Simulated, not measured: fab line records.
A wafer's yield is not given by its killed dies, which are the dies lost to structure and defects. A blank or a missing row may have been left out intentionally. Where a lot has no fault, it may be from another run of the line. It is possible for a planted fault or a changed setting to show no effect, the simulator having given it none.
Which tool is to blame? | flow berkeley-cmos170 | 14 lots with 42 wafers sampled at 4 steps, on a route of 331 steps

## WHAT THE GAUGES READ, wafer by wafer
UCB170_NSD_TW_MEAS_10. Usual: NSD_TW gives 4155 (standard deviation 46).
lot  | measured     | on            | NSD_TW         | flag
L551 | day 8 08:40  | film-metro-03 | 4216 4224 4210 |
L552 | day 8 08:53  | film-metro-03 | 4219 4216 4227 |
L553 | day 8 09:31  | film-metro-01 | 4095 4104 4106 |
L557 | day 8 18:58  | film-metro-01 | 4069 4113 4097 |
L556 | day 8 18:58  | film-metro-03 | 4170 4201 4193 |
L559 | day 9 02:02  | film-metro-01 | 4138 4105 4132 |
L561 | day 9 17:53  | film-metro-01 | 4145 4144 4129 |
L563 | day 10 03:26 | film-metro-01 | 4106 4122 4108 |
L566 | day 10 03:41 | film-metro-04 | 4188 4191 4166 |
L564 | day 10 03:58 | film-metro-01 | 4099 4122 4097 |
L571 | day 11 10:49 | film-metro-04 | 4224 4214 4259 |
L572 | day 12 03:01 | film-metro-03 | 4165 4162 4155 |
L574 | day 12 03:12 | film-metro-01 | 4098 4092 4086 |
L573 | day 12 03:26 | film-metro-04 | 4215 4203 4190 |

UCB170_M1_RS_MEAS_01: measures by four-point-probe. Usual: M1_AL_RS gives 0.0481 ohm/sq (standard deviation 0.00048).
lot  | measured     | on            | M1_AL_RS (ohm/sq)    | flag
L551 | day 8 18:34  | film-metro-03 | 0.0474 0.0471 0.0472 |
L552 | day 8 19:05  | film-metro-04 | 0.0483 0.0475 0.0481 |
L553 | day 8 19:14  | film-metro-01 | 0.0480 0.0477 0.0481 |
L557 | day 9 04:22  | film-metro-04 | 0.0488 0.0485 0.0488 |
L556 | day 9 04:11  | film-metro-04 | 0.0486 0.0481 0.0481 |
L559 | day 9 10:23  | film-metro-01 | 0.0484 0.0482 0.0482 |
L561 | day 10 03:18 | film-metro-04 | 0.0476 0.0473 0.0475 |
L563 | day 10 10:11 | film-metro-03 | 0.0471 0.0478 0.0474 |
L566 | day 10 13:47 | film-metro-03 | 0.0483 0.0477 0.0477 |
L564 | day 10 13:47 | film-metro-01 | 0.0487 0.0486 0.0484 |
L571 | day 11 18:14 | film-metro-04 | 0.0473 0.0483 0.0479 |
L572 | day 12 10:25 | film-metro-01 | 0.0479 0.0477 0.0482 |
L574 | day 12 11:08 | film-metro-01 | 0.0486 0.0477 0.0489 |
L573 | day 12 11:59 | film-metro-04 | 0.0479 0.0483 0.0485 |

## WHICH TOOL RAN EACH LOT (tool, then ch and the chambers of the sampled wafers, then the start)
lot  | UCB170_SILICIDE_SPUTTER_01   | UCB170_CONTACT_RTA_08
L551 | pvd-sputter-02, day 8 11:25  | rtp-anneal-02 ch 0, day 8 15:58
L552 | pvd-sputter-03, day 8 11:47  | rtp-anneal-02 ch 0, day 8 16:17
L553 | pvd-sputter-03, day 8 12:19  | rtp-anneal-01 ch 0, day 8 16:28
L557 | pvd-sputter-02, day 8 20:44  | rtp-anneal-01 ch 0, day 9 01:33
L556 | pvd-sputter-03, day 8 20:55  | rtp-anneal-02 ch 0, day 9 01:22
L559 | pvd-sputter-01, day 9 04:17  | rtp-anneal-01 ch 0, day 9 07:58
L561 | pvd-sputter-02, day 9 19:56  | rtp-anneal-02 ch 0, day 10 00:09
L563 | pvd-sputter-02, day 10 05:22 | rtp-anneal-02 ch 0, day 10 08:29
L566 | pvd-sputter-01, day 10 05:29 | rtp-anneal-02 ch 0, day 10 10:25
L564 | pvd-sputter-02, day 10 05:58 | rtp-anneal-02 ch 0, day 10 10:29
L571 | pvd-sputter-02, day 11 12:27 | rtp-anneal-02 ch 0, day 11 15:33
L572 | pvd-sputter-03, day 12 04:55 | rtp-anneal-02 ch 0, day 12 07:58
L574 | pvd-sputter-02, day 12 05:26 | rtp-anneal-01 ch 0, day 12 08:47
L573 | pvd-sputter-03, day 12 05:26 | rtp-anneal-02 ch 0, day 12 08:53
- UCB170_SILICIDE_SPUTTER_01: material Ti, target thk 30 nm, time 25 s.
- UCB170_CONTACT_RTA_08: time 10 s.

## AS READ BY THE TOOLS THEMSELVES (means over the sampled wafers that have a number; for cases with no such wafer, the mark the record gives instead)
UCB170_SILICIDE_SPUTTER_01. Usual: 29.8 % for throttle-valve-pct, sd 0.97.
lot  | tool           | throttle-valve-pct (%) | flag
L551 | pvd-sputter-02 | 29.4                   |
L552 | pvd-sputter-03 | 30.8                   |
L553 | pvd-sputter-03 | 29.3                   |
L557 | pvd-sputter-02 | 29.4                   |
L556 | pvd-sputter-03 | 30.2                   |
L559 | pvd-sputter-01 | 29.8                   |
L561 | pvd-sputter-02 | 29.9                   |
L563 | pvd-sputter-02 | 29.9                   |
L566 | pvd-sputter-01 | 29.4                   |
L564 | pvd-sputter-02 | 28.9                   |
L571 | pvd-sputter-02 | 30.1                   |
L572 | pvd-sputter-03 | 30.5                   |
L574 | pvd-sputter-02 | 29.9                   |
L573 | pvd-sputter-03 | 29.1                   |

UCB170_CONTACT_RTA_08. Usual: lamp-power-pct 22.2 %, standard deviation 0.74; wafer_temp_C_max 905.5, standard deviation 0.94.
lot  | tool          | lamp-power-pct (%) | wafer_temp_C_max | flag
L551 | rtp-anneal-02 | 21.6               | 904.7            |
L552 | rtp-anneal-02 | 21.6               | 905.7            |
L553 | rtp-anneal-01 | 23.1               | 905.1            |
L557 | rtp-anneal-01 | 22.2               | 889.7            | OFF
L556 | rtp-anneal-02 | 21.6               | 907.2            |
L559 | rtp-anneal-01 | 22.2               | 889.8            | OFF
L561 | rtp-anneal-02 | 21.6               | 905.7            |
L563 | rtp-anneal-02 | 21.6               | 905.7            |
L566 | rtp-anneal-02 | 21.6               | 905.4            |
L564 | rtp-anneal-02 | 21.6               | 905.0            |
L571 | rtp-anneal-02 | 21.6               | 905.2            |
L572 | rtp-anneal-02 | 21.6               | 905.4            |
L574 | rtp-anneal-01 | 23.2               | 904.7            |
L573 | rtp-anneal-02 | 21.6               | 905.9            |

## THE ANSWER, worked out from the rows above alone
Rule: lot off if the mean of its wafers having a number is beyond 3 standard deviations from the usual mean. Also off: a lot with no number at a reading for which 4 or more lots have one. The other lots that the step has rows for count as sound. The gauges are gone through in route order, then the tools' own readings, and for those a lot's mean is taken as printed above. At the first step where some lot is off, the reading lying furthest off is the one used; lots without a number count as furthest.
Off at UCB170_CONTACT_RTA_08 (wafer_temp_C_max): L557, L559.
If a tool, at that step or one of the process steps before it, ran each lot that is off and ran no sound lot following the first of them, it fits. Of those tried, none fits.

## WHAT THE SIMULATOR HAD PUT IN
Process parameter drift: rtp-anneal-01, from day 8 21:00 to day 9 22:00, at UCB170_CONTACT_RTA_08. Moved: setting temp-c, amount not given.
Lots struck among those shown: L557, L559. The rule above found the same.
